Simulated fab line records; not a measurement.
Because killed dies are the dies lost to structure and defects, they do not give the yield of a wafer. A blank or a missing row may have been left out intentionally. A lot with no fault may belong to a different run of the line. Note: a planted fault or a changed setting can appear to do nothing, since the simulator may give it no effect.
Split-lot trial | flow berkeley-cmos170 | on a route of 331 steps: 5 lots, 23 wafers read

## THE SPLIT ITSELF
At UCB170_PVT_STRIP_08 (strips in O2), the setting overash-fraction was moved away from the recipe's 0.5 on 6 of the 23 wafers read, by +19.0% to +28.8%. The other wafers ran this setting at the recipe's value.

The split's own step is where the reading is taken.

## THE READING
oes-product-au, in a.u., at UCB170_PVT_STRIP_08 (strips in O2). A value of 0.734 a.u. with a standard deviation of 0.0049 a.u. is what fault-free wafers of this fab line usually give.

wafer  | tool, chamber at the split | overash-fraction as run | against the recipe | oes-product-au, a.u. | against lot-mates on the recipe
L075.1 | plasma-asher-04, 1         | 0.6441                  | +28.8%             | 0.692                | -0.042
L075.2 | plasma-asher-04, 0         | 0.5                     | recipe             | 0.731                | -
L075.3 | plasma-asher-04, 1         | 0.5                     | recipe             | 0.737                | -
L075.5 | plasma-asher-04, 0         | 0.6441                  | +28.8%             | 0.700                | -0.034
L075.6 | plasma-asher-04, 1         | 0.6441                  | +28.8%             | 0.687                | -0.047
L076.1 | plasma-asher-03, 0         | 0.5                     | recipe             | 0.727                | -
L076.2 | plasma-asher-03, 1         | 0.5                     | recipe             | 0.726                | -
L076.3 | plasma-asher-03, 1         | 0.5                     | recipe             | 0.734                | -
L076.4 | plasma-asher-03, 0         | 0.5                     | recipe             | 0.733                | -
L076.5 | plasma-asher-03, 0         | 0.5                     | recipe             | 0.730                | -
L080.1 | plasma-asher-03, 0         | 0.5                     | recipe             | 0.731                | -
L080.3 | plasma-asher-03, 1         | 0.5                     | recipe             | 0.737                | -
L080.5 | plasma-asher-03, 0         | 0.5                     | recipe             | 0.741                | -
L081.2 | plasma-asher-03, 1         | 0.5                     | recipe             | 0.726                | -
L081.3 | plasma-asher-03, 1         | 0.5                     | recipe             | 0.742                | -
L081.4 | plasma-asher-03, 0         | 0.5                     | recipe             | 0.734                | -
L081.5 | plasma-asher-03, 1         | 0.5                     | recipe             | 0.737                | -
L081.6 | plasma-asher-03, 0         | 0.5                     | recipe             | 0.737                | -
L082.1 | plasma-asher-02, 0         | 0.595                   | +19.0%             | 0.704                | -0.024
L082.2 | plasma-asher-02, 1         | 0.5                     | recipe             | 0.728                | -
L082.3 | plasma-asher-02, 0         | 0.5                     | recipe             | 0.729                | -
L082.4 | plasma-asher-02, 1         | 0.595                   | +19.0%             | 0.700                | -0.028
L082.5 | plasma-asher-02, 1         | 0.595                   | +19.0%             | 0.708                | -0.020

THE FIT
A straight line over all 23 wafers: oes-product-au changes by -0.00142 a.u. for each +1% of overash-fraction; r = -0.95; the points scatter about the line by 0.005 a.u.
The same after taking each lot's own level away (the mean of its wafers on the recipe; 23 wafers): -0.00139 a.u. for each +1%; r = -0.96; scatter 0.0043 a.u.
Per that fit: largest overash-fraction move, reading shift of 0.04 a.u.
The span of the lots' own levels, 0.7285 to 0.7363 a.u., comes to 1.6 times the standard deviation stated above.
So the lot-to-lot level changes the slope little: the two slopes agree.
Check: with one of the wafers moved furthest among these (+28.8%) left out of the fit, the line predicts -0.0392 a.u. for it against its lot-mates. It came out at -0.042 a.u. against them.
Tool readings at the split's step, against how far the setting was moved: oes-product-au r = -0.95.

## OTHER SPLITS APPLIED TO THESE WAFERS
Other splits were also applied to these wafers ahead of the reading. Each is held against what the fit with the lots' levels taken away leaves over:
other split on the same wafers   | wafers away from the commonest value | r with oes-product-au (lot level and that fit taken away)
UCB170_PVT_IMPLANT_07 energy-kev | 9                                    | -0.14

## FILE'S OWN FIT
oes-product-au changes by -0.0014 a.u. for each +1% of overash-fraction, r = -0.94.
